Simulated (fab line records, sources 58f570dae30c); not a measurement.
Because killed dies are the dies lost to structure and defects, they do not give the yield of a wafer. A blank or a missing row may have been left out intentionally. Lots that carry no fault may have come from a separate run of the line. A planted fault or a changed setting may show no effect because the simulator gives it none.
A struck lot beside a sound one :: flow berkeleyCmos170 :: 43 steps out of a route of 331
Sound: the wafers L182.1, L182.3, L182.5. Struck: wafer L187.6 (L187.3, L187.4, from the same lot, were not struck and are left out); the cause is given at the end.
Order at every step that has rows: each side's tool, ch and its chambers, its first start. Under that, the readings that differ: sound wafers :: struck wafers :: difference of the means :: sigmas: that difference in standard deviations of wafers without a fault.
alike: readings with means less than 2 such deviations apart, plus words and numbers identical on both sides. not compared: withheld readings, readings lacking a value on some wafer, bounds such as >300 that could conceal the same value, and numbers that have no deviation in the record and whose values overlap.
The two part at a step that has a row with sigmas, a row that says differs or no value, or rows on one side only. Numbers that have no deviation but don't overlap get no sigmas and don't part them. Lack of a reading on every wafer of one side parts them only where that side has two or more wafers.

first, 4 steps without rows for these wafers: UCB170_M2_SOFTBAKE_11 (time 60 s); UCB170_M2_EXPOSE_12 (exposes mask METAL2, target cd 700 nm); UCB170_M2_PEB_13; UCB170_M2_DEVELOP_14 (develop time 45 s).
UCB170_M2_CD_MEAS_15 targets a cd of 700 nm.
  struck on cdSem-02, day 10 12:55; sound on cdSem-01, day 9 11:35
  alike: cdNm
UCB170_M2_OVL_MEAS_16:
  struck on overlay-02, day 10 13:00; sound on overlay-01, day 9 11:42
  alike: M2_OVL
UCB170_M2_ETCH_17: etches BARC in N2/H2.
  sound on rieDiel-01 ch 2,3, day 9 11:44; struck on rieDiel-02 ch 3, day 10 13:01
reading: oesProductAu (a.u.)
sound: 0.922 0.977 0.977
struck: 1.026
difference: +0.067
sigmas: +2
  alike: biasW, drypumpMotorCurrentA, throttleValvePct
then, 2 steps without rows for these wafers: UCB170_M2_METAL_ETCH_18 (etches Al in Cl2/BCl3, stops on SiO2, target depth 1170 nm, time 195 s); UCB170_M2_STRIP_19 (strips in O2).
UCB170_M2_CD_MEAS_90 targets a cd of 700 nm.
  struck on cdSem-02, day 10 13:25; sound on cdSem-02, day 9 12:08
  alike: cdNm
UCB170_V2_CVD_00: deposits SiO2 from TEOS/O2, target thk 2000 nm, time 250 s.
  sound on pecvd-03 ch 1,2, day 9 12:16; struck on pecvd-03 ch 0, day 10 13:30
  alike: heaterPowerW
UCB170_V2_THK_MEAS_01:
  struck on filmMetro-03, day 10 13:41; sound on filmMetro-01, day 9 12:25
  alike: V2_TEOS_THK
UCB170_V2_CMP_02: polishes SiO2.
  sound on cmp-02 ch 0,1,3, day 9 12:29; struck on cmp-01 ch 0, day 10 13:58
reading: model.SiO2_of_V2_CVD_00.thkNm (nm)
sound: 1004 1000 999.7
struck: 745.7
difference: -255.5
sigmas: 
  alike: motorCurrentA
UCB170_V2_BOW_MEAS_03:
  struck on filmMetro-03, day 10 14:30; sound on filmMetro-01, day 9 12:50
  not compared: hold, V2_BOW
UCB170_V2_THK_MEAS_04:
  struck on filmMetro-03, day 10 17:29; sound on filmMetro-01, day 9 12:58
reading: V2_POLISHED_THK (nm)
sound: 1003.8 1001.4 1000.2
struck: 745.4
difference: -256.4
sigmas: -99 or more
  not compared: hold
then, 6 steps without rows for these wafers: UCB170_V2_HMDS_06 (prime time 60 s); UCB170_V2_COAT_07 (resist thk 900 nm); UCB170_V2_SOFTBAKE_08 (time 60 s); UCB170_V2_EXPOSE_09 (exposes mask VIA2, target cd 700 nm); UCB170_V2_PEB_10; UCB170_V2_DEVELOP_11 (develop time 45 s).
UCB170_V2_CD_MEAS_12 targets a cd of 700 nm.
  struck on cdSem-01, day 10 20:13; sound on cdSem-02, day 9 15:16
  alike: cdNm
UCB170_V2_OVL_MEAS_13:
  struck on overlay-02, day 10 20:19; sound on overlay-02, day 9 15:23
  alike: V2_OVL
UCB170_V2_ETCH_14: etches SiO2 in CHF3/CF4/Ar, stops on Al, target depth 1250 nm, time 291 s.
  sound on rieDiel-01 ch 0,2, day 9 15:25; struck on rieDiel-02 ch 0, day 10 20:20
reading: oesProductAu (a.u.)
sound: 0.874 0.841 0.850
struck: 0.749
difference: -0.106
sigmas: -8

reading: model.V2.featureDepthNm (nm)
sound: 1004 1000 999.7
struck: 746.1
difference: -255.1
sigmas: 

reading: model.etch.depthNm (nm)
sound: 1004 1000 999.7
struck: 745.7
difference: -255.5
sigmas: 
  alike: CHF3_flow_sccm, drypumpMotorCurrentA, mfcArSccm, throttleValvePct
  not compared: rfHoursCounterH
UCB170_V2_STRIP_15: strips in O2.
  sound on plasmaAsher-04 ch 1, day 9 15:35; struck on plasmaAsher-03 ch 1, day 10 20:33
reading: drypumpMotorCurrentA (A)
sound: 6.1 6.0 6.0
struck: 5.2
difference: -0.8
sigmas: -3
  alike: oesProductAu, stripTimeToEndpointS
  not compared: rfHoursCounterH
UCB170_V2_CD_MEAS_90 targets a cd of 700 nm.
  struck on cdSem-01, day 10 20:40; sound on cdSem-01, day 9 15:41
  alike: cdNm
then, 1 step without rows for these wafers: UCB170_M3_PRE_CLEAN_00 (preclean etch time 60 s).
UCB170_M3_SPUTTER_01: material Al, target thk 900 nm, time 120 s.
  struck on pvdSputter-01, day 10 20:49; sound on pvdSputter-03, day 9 15:53
  alike: throttleValvePct
UCB170_M3_RS_MEAS_02: measures by four-point-probe.
  struck on filmMetro-04, day 10 20:56; sound on filmMetro-03, day 9 15:58
  alike: M3_AL_RS
UCB170_M3_THK_MEAS_03: measures by xrf.
  struck on filmMetro-04, day 10 21:02; sound on filmMetro-03, day 9 16:05
  alike: M3_AL_THK
then, 3 steps without rows for these wafers: UCB170_M3_HMDS_04 (prime time 60 s); UCB170_M3_COAT_05 (resist thk 900 nm); UCB170_M3_SOFTBAKE_06 (time 60 s).
UCB170_M3_STRIP_07: strips in O2.
  sound on plasmaAsher-03 ch 0,1, day 9 16:55; struck on plasmaAsher-03 ch 1, day 10 21:33
  alike: drypumpMotorCurrentA, oesProductAu, stripTimeToEndpointS
  not compared: rfHoursCounterH
then, 7 steps without rows for these wafers: UCB170_M3_STRIP_08 (strips KrF in DMSO, time 600 s); UCB170_M3_COAT_09; UCB170_M3_COAT_10 (resist thk 900 nm); UCB170_M3_SOFTBAKE_11 (time 60 s); UCB170_M3_EXPOSE_12 (exposes mask METAL3, target cd 700 nm); UCB170_M3_PEB_13; UCB170_M3_DEVELOP_14 (develop time 45 s).
UCB170_M3_METAL_ETCH_18: etches Al in Cl2/BCl3, stops on SiO2, target depth 1170 nm, time 195 s.
  sound on rieMetal-04 ch 0,1, day 9 18:53; struck on rieMetal-04 ch 1, day 10 22:54
reading: model.SiO2_of_V2_CVD_00.thkNm (nm)
sound: 938.6 938.3 938.1
struck: 683.9
difference: -254.4
sigmas: 
  alike: biasW, drypumpMotorCurrentA, oesProductAu, throttleValvePct
  not compared: rfHoursCounterH
UCB170_M3_PROBE_99:
  the record has rows for the sound wafers here (prober-02, day 9 19:25) and none for the struck ones

== WHERE THEY PART ==
First at UCB170_M2_ETCH_17; last, within this record, at UCB170_M3_PROBE_99.

WHY: what the simulator had put in
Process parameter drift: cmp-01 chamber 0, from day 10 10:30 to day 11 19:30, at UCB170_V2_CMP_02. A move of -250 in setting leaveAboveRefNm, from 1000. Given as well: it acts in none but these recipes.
